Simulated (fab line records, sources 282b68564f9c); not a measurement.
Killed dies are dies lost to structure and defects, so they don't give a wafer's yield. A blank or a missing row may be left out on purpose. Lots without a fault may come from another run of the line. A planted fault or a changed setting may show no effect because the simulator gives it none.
Which tool did it? | flow rit_cmos | 7 lots, 21 wafers sampled, at 5 steps of a route of 202

WHAT THE GAUGES READ, wafer by wafer
RIT_CONTACT_OVL_MEAS_09.
lot  | measured    | on         | CONTACT_OVL (nm)
L434 | day 3 18:28 | overlay-01 | 0.7 1.8 1.6
L438 | day 4 18:40 | overlay-01 | 167.1 167.0 167.2
L443 | day 6 12:14 | overlay-02 | -0.9 0.0 -0.2
L447 | day 6 22:31 | overlay-02 | -3.2 -2.2 -0.9
L451 | day 7 18:57 | overlay-01 | 0.8 0.2 -0.6
L453 | day 7 20:17 | overlay-01 | -0.3 1.1 -0.1
L456 | day 8 08:23 | overlay-02 | -2.2 -0.9 -1.7

WHICH TOOL RAN EACH LOT (tool, then ch and the chambers of the sampled wafers, then the start)
lot  | RIT_SDANNEAL_RTA_03             | RIT_SILICIDE_RTA_04             | RIT_SILICIDE_RTA_06             | RIT_CONTACT_EXPOSE_05
L434 | rtp_anneal-01 ch 0, day 3 16:07 | rtp_anneal-02 ch 0, day 3 17:02 | rtp_anneal-01 ch 0, day 3 17:10 | iline_stepper-02 ch 0, day 3 17:51
L438 | rtp_anneal-01 ch 0, day 4 16:17 | rtp_anneal-02 ch 0, day 4 17:10 | rtp_anneal-01 ch 0, day 4 17:17 | iline_stepper-02 ch 0, day 4 18:02
L443 | rtp_anneal-02 ch 0, day 6 09:28 | rtp_anneal-01 ch 0, day 6 10:22 | rtp_anneal-02 ch 0, day 6 10:28 | iline_stepper-01 ch 0, day 6 11:14
L447 | rtp_anneal-01 ch 0, day 6 20:08 | rtp_anneal-01 ch 0, day 6 21:01 | rtp_anneal-02 ch 0, day 6 21:08 | iline_stepper-01 ch 0, day 6 21:54
L451 | rtp_anneal-02 ch 0, day 7 16:32 | rtp_anneal-02 ch 0, day 7 17:25 | rtp_anneal-01 ch 0, day 7 17:32 | iline_stepper-01 ch 0, day 7 18:20
L453 | rtp_anneal-02 ch 0, day 7 18:01 | rtp_anneal-01 ch 0, day 7 18:55 | rtp_anneal-02 ch 0, day 7 19:01 | iline_stepper-01 ch 0, day 7 19:40
L456 | rtp_anneal-02 ch 0, day 8 06:08 | rtp_anneal-01 ch 0, day 8 07:01 | rtp_anneal-02 ch 0, day 8 07:07 | iline_stepper-01 ch 0, day 8 07:45
- RIT_SDANNEAL_RTA_03: time 5 s.
- RIT_SILICIDE_RTA_04: time 10 s, ramp up 5 s, ramp down 5 s.
- RIT_SILICIDE_RTA_06: time 10 s, ramp up 5 s, ramp down 10 s.
- RIT_CONTACT_EXPOSE_05: exposes mask M11, target cd 1000 nm.

THE ANSWER, worked out from the rows above alone
Rule: what is usual is taken from the lots themselves. Put in order of their means at a reading, lots are off if they are a third of the lots or fewer, leave a main group of 4 or more, and stand apart from it by a gap of 3 or more times the standard deviation of the main group's means; of several such gaps the widest counts. A main group whose means are all the same, to the digits that the tables above print for the reading, isn't used. A lot without any number at a reading at which 4 lots or more have one is off too. The other lots that the step has rows for count as sound.
Off: L438, at RIT_CONTACT_OVL_MEAS_09 (CONTACT_OVL). The main group: mean -0.4 nm, standard deviation 1.2.
A tool fits if, at a process step before that reading, it ran every lot that is off, and no sound lot after the first of them. The gauges at RIT_CONTACT_OVL_MEAS_09 are tried like those tools. One fits: iline_stepper-02 at RIT_CONTACT_EXPOSE_05. Its last sound lot is L434 (day 3 17:51), its first lot that is off L438 (day 4 18:02): a fault that began between those two fits.

WHAT THE SIMULATOR HAD PUT IN
Scanner matching overlay: iline_stepper-02, from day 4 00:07 on, at RIT_CONTACT_EXPOSE_05. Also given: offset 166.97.
Lots struck among those shown: L438. The rule above found the same.
